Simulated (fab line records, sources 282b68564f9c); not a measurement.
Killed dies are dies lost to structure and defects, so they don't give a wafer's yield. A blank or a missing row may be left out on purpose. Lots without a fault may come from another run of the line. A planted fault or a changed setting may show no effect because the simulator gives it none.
Which tool did it? | flow rit_cmos | 14 lots, 42 wafers sampled, at 2 steps of a route of 202

WHAT THE GAUGES READ, wafer by wafer
The record holds no reading of a measuring or inspecting step that can be judged against a usual standard deviation.

WHICH TOOL RAN EACH LOT (tool, then ch and the chambers of the sampled wafers, then the start)
lot  | RIT_M1_METAL_ETCH_12             | RIT_M1_PROBE_99
L493 | rie_metal-02 ch 0,1, day 3 11:25 | prober-02, day 3 13:43
L494 | rie_metal-01 ch 0,1, day 3 16:23 | prober-01, day 3 18:42
L495 | rie_metal-04 ch 0,1, day 3 18:29 | prober-02, day 3 20:47
L497 | rie_metal-01 ch 0,1, day 4 11:55 | prober-02, day 4 14:10
L498 | rie_metal-02 ch 0,1, day 4 19:57 | prober-02, day 4 23:22
L502 | rie_metal-02 ch 0,1, day 5 13:21 | prober-01, day 5 15:40
L503 | rie_metal-01 ch 0,1, day 5 16:51 | prober-02, day 5 19:06
L506 | rie_metal-01 ch 0,1, day 6 05:51 | prober-01, day 7 14:44
L508 | rie_metal-02 ch 0,1, day 6 13:29 | prober-02, day 7 15:05
L510 | rie_metal-04 ch 0,1, day 7 01:56 | prober-01, day 7 15:08
L511 | rie_metal-02 ch 0,1, day 7 05:46 | prober-01, day 7 15:47
L513 | rie_metal-04 ch 0,1, day 7 20:22 | prober-02, day 7 22:47
L514 | rie_metal-02 ch 0,1, day 8 00:42 | prober-01, day 8 03:08
L516 | rie_metal-04 ch 0,1, day 8 18:32 | prober-02, day 8 20:47
- RIT_M1_METAL_ETCH_12: etches Al in Cl2/BCl3, stops on SiO2, time 165 s, target depth 600 nm.
- RIT_M1_PROBE_99

WHAT THE TOOLS THEMSELVES READ (means of the sampled wafers that have a number; where no wafer has one, the mark that the record gives instead)
RIT_M1_METAL_ETCH_12.
lot  | tool         | bcl3_flow_sccm (sccm) | chamber_pressure_mTorr (mTorr) | drypump_motor_current_A (A) | oes_product_au (a.u.) | run_length_s (s) | throttle_valve_pct (%)
L493 | rie_metal-02 | 50.03                 | 99.99                          | 6.04                        | 0.775                 | 193.1            | 8.29
L494 | rie_metal-01 | 50.04                 | 99.97                          | 5.81                        | 0.777                 | 193.3            | 8.26
L495 | rie_metal-04 | 50.07                 | 100.06                         | 5.69                        | 0.771                 | 193.6            | 8.18
L497 | rie_metal-01 | 49.97                 | 100.01                         | 5.79                        | 0.780                 | 193.2            | 8.26
L498 | rie_metal-02 | 50.02                 | 100.04                         | 5.84                        | 0.782                 | 193.3            | 8.16
L502 | rie_metal-02 | 50.11                 | 100.01                         | 6.03                        | 0.770                 | 193.1            | 8.28
L503 | rie_metal-01 | 49.92                 | 99.95                          | 6.03                        | 0.994                 | 152.2            | 8.22
L506 | rie_metal-01 | 50.05                 | 99.96                          | 6.01                        | 0.980                 | 152.1            | 8.24
L508 | rie_metal-02 | 50.05                 | 99.99                          | 6.06                        | 0.776                 | 193.3            | 8.29
L510 | rie_metal-04 | 50.02                 | 100.04                         | 5.69                        | 0.765                 | 193.5            | 8.17
L511 | rie_metal-02 | 49.97                 | 100.11                         | 5.84                        | 0.783                 | 193.3            | 8.16
L513 | rie_metal-04 | 50.18                 | 100.01                         | 5.70                        | 0.772                 | 193.4            | 8.17
L514 | rie_metal-02 | 49.85                 | 100.09                         | 6.05                        | 0.770                 | 193.2            | 8.29
L516 | rie_metal-04 | 50.01                 | 99.95                          | 5.72                        | 0.774                 | 193.7            | 8.18

RIT_M1_PROBE_99.
lot  | tool      | defect_limited_yield (%) | killed_at_contacts | killed_at_front_end | killed_dies | killed_open | killed_short
L493 | prober-02 | 96.8                     | 0.0                | 8                   | 8           | 5.0         | 3.3
L494 | prober-01 | 97.8                     | 0.0                | 6                   | 6           | 3.0         | 2.7
L495 | prober-02 | 97.1                     | 0.0                | 8                   | 8           | 3.0         | 4.7
L497 | prober-02 | 98.2                     | 0.0                | 5                   | 5           | 1.7         | 3.0
L498 | prober-02 | 98.4                     | 0.0                | 4                   | 4           | 2.0         | 2.3
L502 | prober-01 | 98.9                     | 0.0                | 3                   | 3           | 1.0         | 2.0
L503 | prober-02 | 96.7                     | 0.0                | 9                   | 9           | 4.3         | 4.3
L506 | prober-01 | 97.1                     | 0.0                | 8                   | 8           | 3.3         | 4.3
L508 | prober-02 | 97.6                     | 0.3                | 6                   | 6           | 3.3         | 3.0
L510 | prober-01 | 97.7                     | 0.0                | 6                   | 6           | 2.3         | 3.7
L511 | prober-01 | 97.7                     | 0.0                | 6                   | 6           | 2.0         | 4.0
L513 | prober-02 | 95.5                     | 0.0                | 12                  | 12          | 6.3         | 5.7
L514 | prober-01 | 98.1                     | 0.0                | 5                   | 5           | 2.0         | 2.7
L516 | prober-02 | 98.2                     | 0.0                | 5                   | 5           | 2.7         | 2.0

THE ANSWER, worked out from the rows above alone
Rule: what is usual is taken from the lots themselves. Put in order of their means at a reading, lots are off if they are a third of the lots or fewer, leave a main group of 4 or more, and stand apart from it by a gap of 3 or more times the standard deviation of the main group's means; of several such gaps the widest counts. A main group whose means are all the same, to the digits that the tables above print for the reading, isn't used. A lot without any number at a reading at which 4 lots or more have one is off too. The other lots that the step has rows for count as sound. The gauges are gone through in route order, then the tools' own readings, and for those a lot's mean is taken as printed above. The first step at which some lot is off is used, and at that step the reading that is off furthest; a lot without a number counts as furthest.
Off: L503, L506, at RIT_M1_METAL_ETCH_12 (run_length_s). The main group: mean 193.3 s, standard deviation 0.18.
A tool fits if, at that step or a process step before it, it ran every lot that is off, and no sound lot after the first of them. One fits: rie_metal-01 at RIT_M1_METAL_ETCH_12. Its last sound lot is L497 (day 4 11:55), its first lot that is off L503 (day 5 16:51): a fault that began between those two fits.
The tool's own readings at RIT_M1_METAL_ETCH_12 bear it out: on the lots that are off they differ by more than 5 times the standard deviation of the sound lots' means. oes_product_au reads 0.987 a.u. there against 0.775 a.u. on the sound lots; run_length_s reads 152.1 s there against 193.3 s on the sound lots.

WHAT THE SIMULATOR HAD PUT IN
Process parameter drift: rie_metal-01, from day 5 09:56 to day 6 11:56, at RIT_M1_METAL_ETCH_12. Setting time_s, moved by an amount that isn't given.
Lots struck among those shown: L503, L506. The rule above found the same.
